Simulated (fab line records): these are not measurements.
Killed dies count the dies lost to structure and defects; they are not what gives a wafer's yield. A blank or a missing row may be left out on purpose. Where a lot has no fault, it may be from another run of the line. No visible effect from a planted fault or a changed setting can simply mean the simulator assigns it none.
Problem report in the 8D (eight disciplines) form, filled by code | flow rit cmos | the parts of the form that need people (team, actions taken, sign-off) are left out

1. WHAT IS WRONG
PLDD_TW at RIT_PLDD_TW_MEAS_10 reads a mean of 2736 on 6 wafers of 2 lots; wafers without a fault read 2348 with a standard deviation of 21. That is +18 standard deviations from the usual mean.
First seen on wafer L416.3, day 5 07:07, on film metro-02. Wafers with a number at this step in the record: 42, from 14 lots. The rule behind "out" and "out of limits": a value lying over 4 standard deviations away from the usual mean. The other wafers with a number count as sound.

2. WHAT IT IS, WHAT IT ISN'T
question                    | is                           | is not
which readings at this step | PLDD_TW                      | -
which lots                  | L416, L418                   | L407, L408, L409, L410, L411, L414, L424, L425, L426, L428, L429, L430
which wafers of those lots  | all that have a number       | -
read on which gauges        | film metro-01, film metro-02 | film metro-03
when                        | from day 5 07:07             | up to then (18 sound wafers); but 18 sound wafers of L424, L425, L426, L428, L429, L430 came after

3. SUSPECTS, AND WHAT RULES EACH OUT
Counting: a tool at a process step up to the reading stays a suspect if it ran every lot that is out and no sound lot after the first of them.
- ruled out: the gauge at RIT_PLDD_TW_MEAS_10. The wafers that are out were read on 2 gauges (film metro-01, film metro-02).
- implanter-03 at RIT_PLDD_IMPLANT_08: kept. All lots that are out passed through it, beginning with L416 at day 5 06:50, and no sound lot followed; its final sound lot before that point was L410 at day 3 13:36. Its own dose ions cm2, faraday current uA readings are out on those wafers.
Remaining after the count: implanter-03 at RIT_PLDD_IMPLANT_08.

4. THE CAUSE (what the simulator had put in)
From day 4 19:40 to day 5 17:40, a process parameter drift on implanter-03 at RIT_PLDD_IMPLANT_08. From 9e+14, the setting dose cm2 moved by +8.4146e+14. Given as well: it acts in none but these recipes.
Only this tool survived the counting.

5. SEQUENCE OF EFFECTS, ordered by route
One row per reading whose mean, taken over the struck wafers that have a number, lies over 3 standard deviations from the usual. Only readings whose record carries a usual standard deviation are examined. hours: median over the lots of the time between each lot's start at the first step of this table that gives one and its start at this step. sigmas: the change, counted in usual standard deviations.
hours | step                    | reading                   | usual        | on struck wafers | change     | sigmas
0     | RIT_PLDD_IMPLANT_08     | dose ions cm2             | 8.999e+14    | 1.741e+15        | +8.408e+14 | +99 or more
0     | RIT_PLDD_IMPLANT_08     | end station pressure torr | 7.3e-06 Torr | 9.4e-06          | +2.1e-06   | +5.7
0     | RIT_PLDD_IMPLANT_08     | faraday current uA        | 2830         | 5478             | +2648      | +44
0     | RIT_PLDD_TW_MEAS_10     | PLDD_TW                   | 2348         | 2736             | +388       | +18
7     | RIT_SDANNEAL_RS_MEAS_06 | PLDD_RS                   | 178.6 ohm/sq | 152.7            | -25.9      | -56
Here are the process steps it includes:
- RIT_PLDD_IMPLANT_08

6. HOW IT WOULD HAVE BEEN CAUGHT EARLIER
The first out-of-limits reading at a measuring or inspecting step in this record came at day 5 07:07, 11 hours after the fault's start at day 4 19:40.
The tool's own readings at RIT_PLDD_IMPLANT_08 were out on every struck wafer that the step has a row for (dose ions cm2, faraday current uA): an alarm limit on them would have fired on the first of those.
L418, from the lots that are out (2), started RIT_PLDD_IMPLANT_08 on implanter-03 later than day 5 07:07. Had the tool been put on hold then, it would have been spared.
